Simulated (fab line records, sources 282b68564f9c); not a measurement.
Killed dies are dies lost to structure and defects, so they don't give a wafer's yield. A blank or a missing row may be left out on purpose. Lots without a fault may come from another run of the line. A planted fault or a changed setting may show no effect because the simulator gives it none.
A struck lot beside a sound one | flow rit_cmos | 19 steps out of a route of 202
Sound: wafers L950.1, L950.3, L950.5. Struck: wafers L964.1, L964.3, L964.6. The cause comes at the end.
At each step with rows: each side's tool, then ch and its chambers, then its first start. Under that, the readings that differ: sound wafers | struck wafers | difference of the means | sigmas: that difference in standard deviations of wafers without a fault.
alike: readings whose means differ by less than 2 such deviations, and words and numbers that are the same on both sides. not compared: withheld readings, readings that some wafer has no value for, bounds like >300 that may hide the same value, and numbers for which the record gives no deviation and whose values overlap.
The two part at a step that has a row with sigmas, a row that says differs or no value, or rows on one side only. Numbers that don't overlap but have no deviation are shown without sigmas and don't part them. A reading that every wafer of one side lacks parts them only if that side has two wafers or more.

first, 1 step without rows for these wafers: RIT_SILICIDE_WET_ETCH_00 (etches SiO2 in BOE, target depth 14 nm, time 15 s).
RIT_SILICIDE_SPUTTER_01: material Ti, target thk 30 nm, time 240 s.
  sound on pvd_sputter-03, day 3 11:05; struck on pvd_sputter-02, day 6 00:10
  alike: throttle_valve_pct
RIT_SILICIDE_RS_MEAS_02: measures by four-point-probe.
  sound on film_metro-04, day 3 11:14; struck on film_metro-04, day 6 00:19
  alike: SILICIDE_TI_RS
RIT_SILICIDE_THK_MEAS_03: measures by xrf.
  sound on film_metro-04, day 3 11:22; struck on film_metro-04, day 6 00:26
  alike: SILICIDE_TI_THK
RIT_SILICIDE_RTA_04: time 10 s, ramp up 5 s, ramp down 5 s.
  sound on rtp_anneal-02 ch 0, day 3 11:25; struck on rtp_anneal-02 ch 0, day 6 00:30
  alike: chamber_o2_ppm, wafer_temp_C_max
then, 1 step without rows for these wafers: RIT_SILICIDE_WET_ETCH_05 (etches Ti in SPM, time 120 s).
RIT_SILICIDE_RTA_06: time 10 s, ramp up 5 s, ramp down 10 s.
  sound on rtp_anneal-01 ch 0, day 3 11:32; struck on rtp_anneal-01 ch 0, day 6 00:37
  alike: chamber_o2_ppm, wafer_temp_C_max
RIT_CONTACT_CVD_00: deposits SiO2 from TEOS, target thk 400 nm, time 61 s.
  sound on pecvd-01 ch 0,1,2, day 3 11:36; struck on pecvd-04 ch 1,2, day 6 00:41
  alike: heater_power_w
RIT_CONTACT_THK_MEAS_01:
  sound on film_metro-04, day 3 11:39; struck on film_metro-02, day 6 00:44
  alike: CONTACT_TEOS_THK
then, 3 steps without rows for these wafers: RIT_CONTACT_HMDS_02 (prime time 60 s); RIT_CONTACT_COAT_03 (resist thk 1000 nm); RIT_CONTACT_SOFTBAKE_04 (time 60 s).
RIT_CONTACT_EXPOSE_05: exposes mask M11, target cd 1000 nm.
  sound on iline_stepper-02 ch 0, day 3 12:17; struck on iline_stepper-01 ch 0, day 6 01:14
  reading                         | sound                      | struck            | difference | sigmas
  model.CONTACT.overlay_x_nm (nm) | -0.04398 -0.04398 -0.04398 | 129.5 129.5 129.5 | +129.5     |
  alike: mask
then, 2 steps without rows for these wafers: RIT_CONTACT_PEB_06; RIT_CONTACT_DEVELOP_07 (develop time 120 s).
RIT_CONTACT_CD_MEAS_08: target cd 1000 nm.
  sound on cd_sem-01, day 3 12:48; struck on cd_sem-01, day 6 01:46
  alike: cd_nm
RIT_CONTACT_OVL_MEAS_09:
  sound on overlay-01, day 3 12:55; struck on overlay-01, day 6 01:53
  reading          | sound          | struck            | difference | sigmas
  CONTACT_OVL (nm) | -1.8 -2.8 -3.9 | 128.1 128.1 130.3 | +131.7     | +88
then, 1 step without rows for these wafers: RIT_CONTACT_HARDBAKE_10 (time 60 s).
RIT_M1_PROBE_99:
  sound on prober-02, day 3 18:08; struck on prober-02, day 6 08:05
  reading                                    | sound             | struck            | difference | sigmas
  model.etest.contact_to_gate.bv_right_v (V) | 92.37 88.04 90.3  | 20.08 21.94 27.27 | -67.14     |
  model.etest.contact_to_gate.bv_left_v (V)  | 90.77 89.83 93.06 | 155.4 153.7 150.9 | +62.1      |
  alike: killed_at_front_end, killed_dies, killed_on_rim, killed_open, killed_short

WHERE THEY PART
Only at RIT_CONTACT_OVL_MEAS_09, within this record. Later steps at which nothing parts them and some readings are alike: RIT_M1_PROBE_99.

WHY: what the simulator had put in
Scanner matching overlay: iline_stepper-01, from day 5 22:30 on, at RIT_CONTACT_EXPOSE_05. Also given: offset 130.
